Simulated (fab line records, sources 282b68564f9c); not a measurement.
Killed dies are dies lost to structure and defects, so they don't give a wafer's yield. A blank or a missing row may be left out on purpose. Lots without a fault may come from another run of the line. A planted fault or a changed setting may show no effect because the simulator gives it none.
Split-lot experiment | flow rit_cmos | 5 lots, 23 wafers read, on a route of 202 steps

THE SPLIT
At RIT_M1_COAT_04 (resist thk 1300 nm), the setting resist_thk_nm was moved away from the recipe's 1300 nm on 9 of the 23 wafers read, by +3.2% to +3.8%. The other wafers ran this setting at the recipe's value.

FROM THE SPLIT TO THE READING: what the file shows between them, 2 steps
- RIT_M1_SOFTBAKE_05: time 60 s
- RIT_M1_EXPOSE_06: exposes mask M12, target cd 2600 nm

THE READING
NOVOLAK_of_M1_COAT_04.thk_nm (the simulator's own value, which no gauge read), in nm, at RIT_M1_HARDBAKE_11 (time 120 s). The file gives no usual value for it. The 14 wafers here that ran the recipe average 1137 nm, standard deviation 4.3 nm.

wafer  | tool, chamber at the split | resist_thk_nm as run, nm | against the recipe | NOVOLAK_of_M1_COAT_04.thk_nm, nm | against lot-mates on the recipe
L075.1 | litho_track-01, 0          | 1345                     | +3.5%              | 1170                             | +38
L075.2 | litho_track-01, 0          | 1345                     | +3.5%              | 1169                             | +38
L075.4 | litho_track-01, 0          | 1300                     | recipe             | 1131                             | -
L075.5 | litho_track-01, 0          | 1300                     | recipe             | 1132                             | -
L075.6 | litho_track-01, 0          | 1345                     | +3.5%              | 1172                             | +40
L076.1 | litho_track-01, 0          | 1300                     | recipe             | 1135                             | -
L076.6 | litho_track-01, 0          | 1300                     | recipe             | 1135                             | -
L076.3 | litho_track-01, 0          | 1300                     | recipe             | 1138                             | -
L076.5 | litho_track-01, 0          | 1300                     | recipe             | 1138                             | -
L076.4 | litho_track-01, 0          | 1300                     | recipe             | 1139                             | -
L077.1 | litho_track-01, 0          | 1300                     | recipe             | 1137                             | -
L077.2 | litho_track-01, 0          | 1300                     | recipe             | 1138                             | -
L077.5 | litho_track-01, 0          | 1300                     | recipe             | 1143                             | -
L083.1 | litho_track-04, 0          | 1350                     | +3.8%              | 1186                             | +41
L083.2 | litho_track-04, 0          | 1350                     | +3.8%              | 1185                             | +40
L083.4 | litho_track-04, 0          | 1300                     | recipe             | 1145                             | -
L083.5 | litho_track-04, 0          | 1300                     | recipe             | 1145                             | -
L083.6 | litho_track-04, 0          | 1350                     | +3.8%              | 1189                             | +44
L085.2 | litho_track-01, 0          | 1341                     | +3.2%              | 1169                             | +36
L085.3 | litho_track-01, 0          | 1300                     | recipe             | 1133                             | -
L085.4 | litho_track-01, 0          | 1341                     | +3.2%              | 1171                             | +38
L085.6 | litho_track-01, 0          | 1341                     | +3.2%              | 1171                             | +38
L085.5 | litho_track-01, 0          | 1300                     | recipe             | 1134                             | -

THE FIT
A straight line over all 23 wafers: NOVOLAK_of_M1_COAT_04.thk_nm changes by +11.2 nm for each +1% of resist_thk_nm; r = +0.97; the points scatter about the line by 4.9 nm.
The same after taking each lot's own level away (the mean of its wafers on the recipe; 23 wafers): +11.2 nm for each +1%; r = +1.00; scatter 1.8 nm.
On that fit, the largest move of resist_thk_nm shifts the reading by 43 nm.
The lots' own levels span 1131.5 to 1145.0 nm, that is 3.1 times the standard deviation above.
So the lot-to-lot level changes the slope little: the two slopes agree.
Check: with one of the wafers moved furthest among these (+3.8%) left out of the fit, the line predicts +43.3 nm for it against its lot-mates. It came out at +41 nm against them.

THE WHOLE CHAIN: every reading that the file lists as answering this split, in the file's order
step                 | what it does                                                          | reading                                                                       | change (the file's fit)                                                            | r (the file's)
RIT_M1_COAT_04       | resist thk 1300 nm                                                    | NOVOLAK_of_M1_COAT_04.thk_nm (the simulator's own value, which no gauge read) | +13 nm for each +1% of the setting                                                 | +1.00
RIT_M1_HARDBAKE_11   | time 120 s                                                            | NOVOLAK_of_M1_COAT_04.thk_nm (the simulator's own value, which no gauge read) | +11.2 nm for each +1% of the setting                                               | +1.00
RIT_M1_METAL_ETCH_12 | etches Al in Cl2/BCl3, stops on SiO2, time 165 s, target depth 600 nm | NOVOLAK_of_M1_COAT_04.thk_nm (the simulator's own value, which no gauge read) | +11.1 nm for each +1% of the setting, in a fit together with rf_w@M1_METAL_ETCH_12 | 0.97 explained

THE FILE'S OWN FIT
NOVOLAK_of_M1_COAT_04.thk_nm changes by +11.2 nm for each +1% of resist_thk_nm, r = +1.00.
